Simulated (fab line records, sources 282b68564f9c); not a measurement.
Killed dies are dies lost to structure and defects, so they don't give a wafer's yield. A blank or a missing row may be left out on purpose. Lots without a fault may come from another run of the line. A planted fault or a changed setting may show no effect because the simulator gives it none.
Which tool did it? | flow rit_cmos | 13 lots, 39 wafers sampled, at 4 steps of a route of 202

WHAT THE GAUGES READ, wafer by wafer
RIT_GATE_CD_MEAS_16: target cd 150 nm. Usual: cd_nm 148.7 nm, standard deviation 2.7.
lot  | measured    | on        | cd_nm (nm)        | flag
L192 | day 2 14:46 | cd_sem-02 | 146.6 146.4 148.0 |
L193 | day 2 23:05 | cd_sem-01 | 151.8 148.2 149.7 |
L194 | day 3 06:22 | cd_sem-02 | 141.7 144.9 143.1 |
L196 | day 3 10:40 | cd_sem-01 | 151.4 150.9 152.8 |
L197 | day 3 14:55 | cd_sem-02 | 148.5 149.0 150.0 |
L198 | day 4 02:31 | cd_sem-02 | 154.1 152.0 152.4 |
L199 | day 4 04:11 | cd_sem-01 | 149.4 147.3 148.5 |
L200 | day 4 08:01 | cd_sem-01 | 149.5 149.7 149.0 |
L205 | day 5 08:49 | cd_sem-01 | 148.4 151.1 148.3 |
L206 | day 5 11:17 | cd_sem-01 | 144.2 143.7 143.7 |
L207 | day 5 15:04 | cd_sem-01 | 145.3 144.5 147.5 |
L212 | day 6 16:06 | cd_sem-02 | 151.3 147.3 151.3 |
L214 | day 7 04:08 | cd_sem-02 | 151.7 150.7 153.0 |

RIT_SDANNEAL_RS_MEAS_07: measures by four-point-probe. Usual: NLDD_RS 149.1 ohm/sq, standard deviation 0.72.
lot  | measured    | on            | NLDD_RS (ohm/sq)  | flag
L192 | day 3 05:19 | film_metro-04 | 149.5 150.1 149.2 |
L193 | day 3 13:14 | film_metro-02 | 149.3 148.9 148.8 |
L194 | day 3 22:28 | film_metro-04 | 148.4 148.8 147.6 |
L196 | day 3 23:49 | film_metro-03 | 148.5 148.4 148.4 |
L197 | day 4 04:16 | film_metro-02 | 149.3 150.1 149.9 |
L198 | day 4 16:21 | film_metro-02 | 149.1 148.9 148.9 |
L199 | day 4 20:02 | film_metro-02 | 148.6 148.9 149.1 |
L200 | day 4 22:04 | film_metro-03 | 148.6 148.0 148.5 |
L205 | day 5 21:51 | film_metro-03 | 149.5 149.0 148.5 |
L206 | day 6 00:28 | film_metro-02 | 148.8 148.6 149.0 |
L207 | day 6 05:10 | film_metro-04 | 148.0 148.0 148.1 |
L212 | day 7 06:42 | film_metro-04 | 147.7 148.0 148.3 |
L214 | day 7 17:13 | film_metro-02 | 149.3 149.1 149.1 |

WHICH TOOL RAN EACH LOT (tool, then ch and the chambers of the sampled wafers, then the start)
lot  | RIT_NLDD_STRIP_09                   | RIT_NSD_EXPOSE_03
L192 | plasma_asher-01 ch 0,1, day 2 19:38 | iline_stepper-01 ch 0, day 3 01:42
L193 | plasma_asher-01 ch 0,1, day 3 04:08 | iline_stepper-02 ch 0, day 3 09:50
L194 | plasma_asher-01 ch 0,1, day 3 11:31 | iline_stepper-02 ch 0, day 3 18:39
L196 | plasma_asher-04 ch 0,1, day 3 15:37 | iline_stepper-02 ch 0, day 3 20:29
L197 | plasma_asher-02 ch 0,1, day 3 19:55 | iline_stepper-01 ch 0, day 4 00:58
L198 | plasma_asher-04 ch 0,1, day 4 08:28 | iline_stepper-01 ch 0, day 4 13:10
L199 | plasma_asher-02 ch 0,1, day 4 10:25 | iline_stepper-02 ch 0, day 4 16:49
L200 | plasma_asher-01 ch 1, day 4 14:05   | iline_stepper-02 ch 0, day 4 18:41
L205 | plasma_asher-01 ch 0,1, day 5 13:44 | iline_stepper-02 ch 0, day 5 18:29
L206 | plasma_asher-01 ch 0,1, day 5 16:24 | iline_stepper-02 ch 0, day 5 21:13
L207 | plasma_asher-02 ch 0,1, day 5 19:57 | iline_stepper-02 ch 0, day 6 01:32
L212 | plasma_asher-04 ch 0,1, day 6 22:32 | iline_stepper-02 ch 0, day 7 03:24
L214 | plasma_asher-02 ch 0,1, day 7 09:00 | iline_stepper-01 ch 0, day 7 14:01
- RIT_NLDD_STRIP_09: strips in O2, time 180 s.
- RIT_NSD_EXPOSE_03: exposes mask M9, target cd 40700 nm.

WHAT THE TOOLS THEMSELVES READ (means of the sampled wafers that have a number; where no wafer has one, the mark that the record gives instead)
RIT_NLDD_STRIP_09. Usual: drypump_motor_current_A 5.6 A, standard deviation 0.35.
lot  | tool            | drypump_motor_current_A (A) | flag
L192 | plasma_asher-01 | 5.7                         |
L193 | plasma_asher-01 | 5.7                         |
L194 | plasma_asher-01 | 5.8                         |
L196 | plasma_asher-04 | 5.4                         |
L197 | plasma_asher-02 | 5.6                         |
L198 | plasma_asher-04 | 5.4                         |
L199 | plasma_asher-02 | 5.2                         |
L200 | plasma_asher-01 | 5.6                         |
L205 | plasma_asher-01 | 5.8                         |
L206 | plasma_asher-01 | 5.8                         |
L207 | plasma_asher-02 | 5.2                         |
L212 | plasma_asher-04 | 5.5                         |
L214 | plasma_asher-02 | 5.6                         |

THE ANSWER, worked out from the rows above alone
Rule: a lot is off if the mean of its wafers that have a number lies more than 3 standard deviations from the usual mean. A lot without any number at a reading at which 4 lots or more have one is off too. The other lots that the step has rows for count as sound. The gauges are gone through in route order, then the tools' own readings, and for those a lot's mean is taken as printed above. The first step at which some lot is off is used, and at that step the reading that is off furthest; a lot without a number counts as furthest.
No lot is off at any reading shown: from this, nothing can be told.

WHAT THE SIMULATOR HAD PUT IN
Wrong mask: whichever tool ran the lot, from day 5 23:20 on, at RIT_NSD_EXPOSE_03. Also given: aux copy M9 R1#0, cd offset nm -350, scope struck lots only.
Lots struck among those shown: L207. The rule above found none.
